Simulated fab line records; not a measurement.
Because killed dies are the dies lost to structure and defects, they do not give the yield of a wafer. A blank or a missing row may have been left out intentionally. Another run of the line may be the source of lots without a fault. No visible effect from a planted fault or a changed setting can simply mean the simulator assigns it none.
One fault through the eyes of 2 desks / flow berkeley cmos170 / what lay behind the numbers comes last; until then each desk has only its own

== THE METROLOGY DESK ==
What the gauges read for every lot (on any tool): the sampled wafers with a number, averaged. Any lot whose mean is over 4 standard deviations away from the usual mean is out of limits and marked OUT; that distance is given in the brackets.
Columns: A = cd nm at UCB170_M3_CD_MEAS_15, usual 700.4 nm
lot=L528; first seen here=day 9 14:11; A=700.7
lot=L527; first seen here=day 9 16:29; A=701.5
lot=L531; first seen here=day 10 03:13; A=700.3
lot=L530; first seen here=day 10 03:34; A=698.5
lot=L535; first seen here=day 11 01:19; A=701.2
lot=L534; first seen here=day 11 02:20; A=700.9
lot=L537; first seen here=day 11 06:35; A=701.4
lot=L533; first seen here=day 11 11:11; A=701.3
lot=L536; first seen here=day 11 11:54; A=698.0
lot=L539; first seen here=day 11 19:43; A=699.8
lot=L541; first seen here=day 12 06:31; A=700.0
lot=L545; first seen here=day 12 22:29; A=696.5
lot=L548; first seen here=day 13 08:04; A=701.9
lot=L549; first seen here=day 13 18:56; A=699.3
Finding of this desk: none of the 14 lots has anything out of limits.

== TOOL OWNER'S DESK, rie diel-02 ==
The tool's own readings at UCB170_GATE_ETCH_14 (etches BARC in N2/H2): means of the sampled wafers that have a number, for each lot that ran on this tool. Any lot whose mean is over 4 standard deviations away from the usual mean is out of limits and marked OUT; that distance is given in the brackets.
Columns: A = drypump motor current A at UCB170_GATE_ETCH_14, usual 5.4 A; B = oes product au at UCB170_GATE_ETCH_14, usual 0.990 a.u.; C = throttle valve pct at UCB170_GATE_ETCH_14, usual 13.35 %
lot=L530; first seen here=day 8 08:31; A=5.7; B=0.986; C=13.37
lot=L533; first seen here=day 9 08:02; A=5.8; B=0.985; C=13.32
lot=L537; first seen here=day 9 08:45; A=5.7; B=0.979; C=13.37
lot=L539; first seen here=day 10 00:58; A=5.5; B=0.999; C=13.36
lot=L541; first seen here=day 10 12:04; A=5.5; B=0.998; C=13.36
Finding of this desk: none of the 5 lots has anything out of limits.

== BROUGHT TOGETHER ==
The metrology desk saw nothing out of limits.
The desk of the tool owner found nothing out of limits.

== WHAT HAD BEEN PUT IN BY THE SIMULATOR ==
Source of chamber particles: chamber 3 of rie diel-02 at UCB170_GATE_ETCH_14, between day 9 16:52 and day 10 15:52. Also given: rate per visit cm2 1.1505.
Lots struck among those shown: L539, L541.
